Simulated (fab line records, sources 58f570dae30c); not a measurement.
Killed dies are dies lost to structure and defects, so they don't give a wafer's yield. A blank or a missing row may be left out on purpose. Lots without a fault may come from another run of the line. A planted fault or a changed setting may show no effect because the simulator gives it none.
Problem report in the 8D (eight disciplines) form, filled by code | flow berkeley_cmos170 | the parts of the form that need people (team, actions taken, sign-off) are left out

1. THE PROBLEM
run_length_s at UCB170_NWELL_ETCH_13 reads a mean of 172.0 s on 6 wafers of 2 lots; wafers without a fault read 182.3 s with a standard deviation of 0.47. That is -22 standard deviations from the usual mean.
The step: etches Si3N4 in CH3F/Ar/O2, stops on SiO2, target depth 246.4 nm, time 154 s.
First seen on wafer L594.2, day 4 01:25, on rie_diel-01. The record holds 42 wafers of 14 lots with a number at this step. Rule for "out", or "out of limits": more than 4 standard deviations from the usual mean. The other wafers with a number count as sound.

2. WHAT IT IS AND WHAT IT IS NOT
question                    | is                     | is not
which readings at this step | run_length_s           | CH3F_flow_sccm, drypump_motor_current_A
which lots                  | L594, L600             | L587, L588, L589, L590, L591, L593, L596, L603, L605, L608, L609, L610
which wafers of those lots  | all that have a number | -
read on which tools         | rie_diel-01            | rie_diel-02, rie_diel-03
when                        | from day 4 01:25       | up to then (15 sound wafers); but 21 sound wafers of L593, L596, L603, L605, L608, L609, L610 came after

3. SUSPECTS, AND WHAT RULES EACH OUT
Counting: a tool at a process step up to the reading stays a suspect if it ran every lot that is out and no sound lot after the first of them.
- rie_diel-01 at UCB170_NWELL_ETCH_13 (etches Si3N4 in CH3F/Ar/O2, stops on SiO2, target depth 246.4 nm, time 154 s): ruled out as a lasting fault. Sound lots L610 ran on it after its first lot that is out, L594 (day 4 01:25).
Left after counting: nothing in the record.

4. THE CAUSE (what the simulator had put in)
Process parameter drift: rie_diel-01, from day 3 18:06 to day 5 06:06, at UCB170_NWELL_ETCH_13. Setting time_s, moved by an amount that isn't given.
Counting ruled it out, wrongly.

5. THE CHAIN OF EFFECTS, in route order
Each row: a reading whose mean over the struck wafers that have a number lies more than 3 standard deviations from the usual. Only readings for which the record gives a usual standard deviation are gone through. hours: the time from each lot's start at the first step in this table that gives one to its start at this step, as a median over the lots. sigmas: the change in usual standard deviations.
hours | step                 | reading        | usual      | on struck wafers | change | sigmas
0     | UCB170_NWELL_ETCH_13 | oes_product_au | 0.940 a.u. | 0.999            | +0.059 | +3.9
0     | UCB170_NWELL_ETCH_13 | run_length_s   | 182.3 s    | 172.0            | -10.3  | -22
The process steps in it:
- UCB170_NWELL_ETCH_13: etches Si3N4 in CH3F/Ar/O2, stops on SiO2, target depth 246.4 nm, time 154 s.
Later measuring or inspecting steps at which every struck wafer that the step has a row for has a number for every such reading, and none has moved that far: UCB170_PWELL_THK_MEAS_06, UCB170_ACTIVE_THK_MEAS_03, UCB170_ACTIVE_OVL_MEAS_14.

6. WHAT WOULD HAVE CAUGHT IT SOONER
In this record the first reading out of limits was taken at day 4 01:25, 7 hours after the fault began at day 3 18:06.
